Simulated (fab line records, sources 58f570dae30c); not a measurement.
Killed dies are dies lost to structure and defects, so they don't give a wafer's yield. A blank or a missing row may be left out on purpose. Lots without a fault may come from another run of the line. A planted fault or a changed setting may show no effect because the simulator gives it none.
A struck lot beside a sound one | flow berkeley_cmos170 | 27 steps out of a route of 331
Sound: wafers L870.3, L870.4, L870.6. Struck: wafer L884.2. The cause comes at the end.
At each step with rows: each side's tool, then ch and its chambers, then its first start. Under that, the readings that differ: sound wafers | struck wafers | difference of the means | sigmas: that difference in standard deviations of wafers without a fault.
alike: readings whose means differ by less than 2 such deviations, and words and numbers that are the same on both sides. not compared: withheld readings, readings that some wafer has no value for, bounds like >300 that may hide the same value, and numbers for which the record gives no deviation and whose values overlap.
The two part at a step that has a row with sigmas, a row that says differs or no value, or rows on one side only. Numbers that don't overlap but have no deviation are shown without sigmas and don't part them. A reading that every wafer of one side lacks parts them only if that side has two wafers or more.

first, 5 steps without rows for these wafers: UCB170_CONTACT_COAT_10 (resist thk 900 nm); UCB170_CONTACT_SOFTBAKE_11 (time 60 s); UCB170_CONTACT_EXPOSE_12 (exposes mask CONT, target cd 700 nm); UCB170_CONTACT_PEB_13; UCB170_CONTACT_DEVELOP_14 (develop time 45 s).
UCB170_CONTACT_CD_MEAS_15: target cd 700 nm.
  sound on cd_sem-02, day 7 10:50; struck on cd_sem-01, day 10 22:10
  alike: cd_nm
UCB170_CONTACT_OVL_MEAS_16:
  sound on overlay-01, day 7 10:56; struck on overlay-01, day 10 22:17
  alike: CONTACT_OVL
UCB170_CONTACT_ETCH_17: etches BARC in N2/H2.
  sound on rie_diel-03 ch 0,1,3, day 7 10:58; struck on rie_diel-02 ch 3, day 10 22:19
  reading               | sound             | struck | difference | sigmas
  oes_product_au (a.u.) | 0.960 0.949 1.000 | 1.063  | +0.093     | +3
  alike: drypump_motor_current_A, rf_fwd_power_W, throttle_valve_pct
UCB170_CONTACT_ETCH_18: etches PSG in CHF3/CF4/Ar, stops on TiSi2, target depth 840 nm, time 195 s.
  sound on rie_diel-03 ch 0,1,3; struck on rie_diel-02 ch 3
  alike: drypump_motor_current_A, oes_product_au, rf_fwd_power_W, throttle_valve_pct
  not compared: rf_hours_counter_h
UCB170_CONTACT_STRIP_19: strips in O2.
  sound on plasma_asher-03 ch 0,1, day 7 11:10; struck on plasma_asher-04 ch 1, day 10 22:29
  reading                | sound | struck | difference                   | sigmas
  rf_hours_counter_h (h) | - - - | 58     | no value on the sound wafers |
  alike: drypump_motor_current_A, oes_product_au
UCB170_CONTACT_CD_MEAS_90: target cd 700 nm.
  sound on cd_sem-02, day 7 11:16; struck on cd_sem-02, day 10 22:36
  alike: cd_nm
then, 1 step without rows for these wafers: UCB170_CONTACT_CLEAN_20 (cleans in SPM, time 600 s).
UCB170_M1_SPUTTER_00: material Al, target thk 600 nm, time 80 s.
  sound on pvd_sputter-04, day 7 11:33; struck on pvd_sputter-04, day 10 22:53
  reading                               | sound             | struck | difference | sigmas
  throttle_valve_pct (%)                | 29.9 27.1 27.3    | 30.8   | +2.7       | +2
  model.Al_of_M1_SPUTTER_00.thk_nm (nm) | 601.6 605.7 605.2 | 721.8  | +117.6     |
UCB170_M1_RS_MEAS_01: measures by four-point-probe.
  sound on film_metro-02, day 7 11:39; struck on film_metro-02, day 10 22:58
  reading           | sound                | struck | difference | sigmas
  M1_AL_RS (ohm/sq) | 0.0484 0.0480 0.0481 | 0.0402 | -0.0080    | -14
UCB170_M1_THK_MEAS_02: measures by xrf.
  sound on film_metro-02, day 7 11:45; struck on film_metro-02, day 10 23:05
  reading        | sound       | struck | difference | sigmas
  M1_AL_THK (nm) | 604 606 609 | 720    | +114       | +16
then, 6 steps without rows for these wafers: UCB170_M1_COAT_03; UCB170_M1_COAT_04 (resist thk 900 nm); UCB170_M1_SOFTBAKE_05 (time 60 s); UCB170_M1_EXPOSE_06 (exposes mask METAL1, target cd 700 nm); UCB170_M1_PEB_07; UCB170_M1_DEVELOP_08 (develop time 45 s).
UCB170_M1_CD_MEAS_09: target cd 700 nm.
  sound on cd_sem-02, day 7 13:01; struck on cd_sem-02, day 11 00:49
  alike: cd_nm
UCB170_M1_OVL_MEAS_10:
  sound on overlay-01, day 7 13:07; struck on overlay-01, day 11 00:55
  alike: M1_OVL
UCB170_M1_ETCH_11: etches BARC in N2/H2.
  sound on rie_diel-04 ch 2,3, day 7 13:08; struck on rie_diel-04 ch 1, day 11 00:57
  reading            | sound             | struck | difference | sigmas
  rf_fwd_power_W (W) | 492.1 496.7 492.7 | 498.1  | +4.3       | +2
  alike: drypump_motor_current_A, oes_product_au, throttle_valve_pct
UCB170_M1_METAL_ETCH_12: etches Al in Cl2/BCl3, stops on PSG, target depth 780 nm, time 130 s.
  sound on rie_metal-01 ch 0,1, day 7 13:13; struck on rie_metal-01 ch 0, day 11 01:00
  reading                | sound             | struck | difference                   | sigmas
  oes_product_au (a.u.)  | 0.845 0.830 0.852 | 0.916  | +0.074                       | +5
  rf_hours_counter_h (h) | - - -             | 4      | no value on the sound wafers |
  alike: drypump_motor_current_A, rf_fwd_power_W, throttle_valve_pct
UCB170_M1_STRIP_13: strips in O2.
  sound on plasma_asher-03 ch 0,1, day 7 13:20; struck on plasma_asher-04 ch 0, day 11 01:08
  reading                | sound | struck | difference                   | sigmas
  rf_hours_counter_h (h) | - - - | 58     | no value on the sound wafers |
  alike: drypump_motor_current_A, oes_product_au
UCB170_M3_PROBE_99:
  sound on prober-02, day 8 07:34; struck on prober-01, day 11 19:48
  reading                               | sound    | struck    | difference | sigmas
  model.etest.m1.rs_ohm_sq              | 0.04845  | 0.04016   | -0.00829   |
  model.etest.antenna_m1.vt_shift_v (V) | -0.01177 | -0.006446 | +0.005324  |

WHERE THEY PART
First at UCB170_CONTACT_ETCH_17; last, within this record, at UCB170_M1_STRIP_13.

WHY: what the simulator had put in
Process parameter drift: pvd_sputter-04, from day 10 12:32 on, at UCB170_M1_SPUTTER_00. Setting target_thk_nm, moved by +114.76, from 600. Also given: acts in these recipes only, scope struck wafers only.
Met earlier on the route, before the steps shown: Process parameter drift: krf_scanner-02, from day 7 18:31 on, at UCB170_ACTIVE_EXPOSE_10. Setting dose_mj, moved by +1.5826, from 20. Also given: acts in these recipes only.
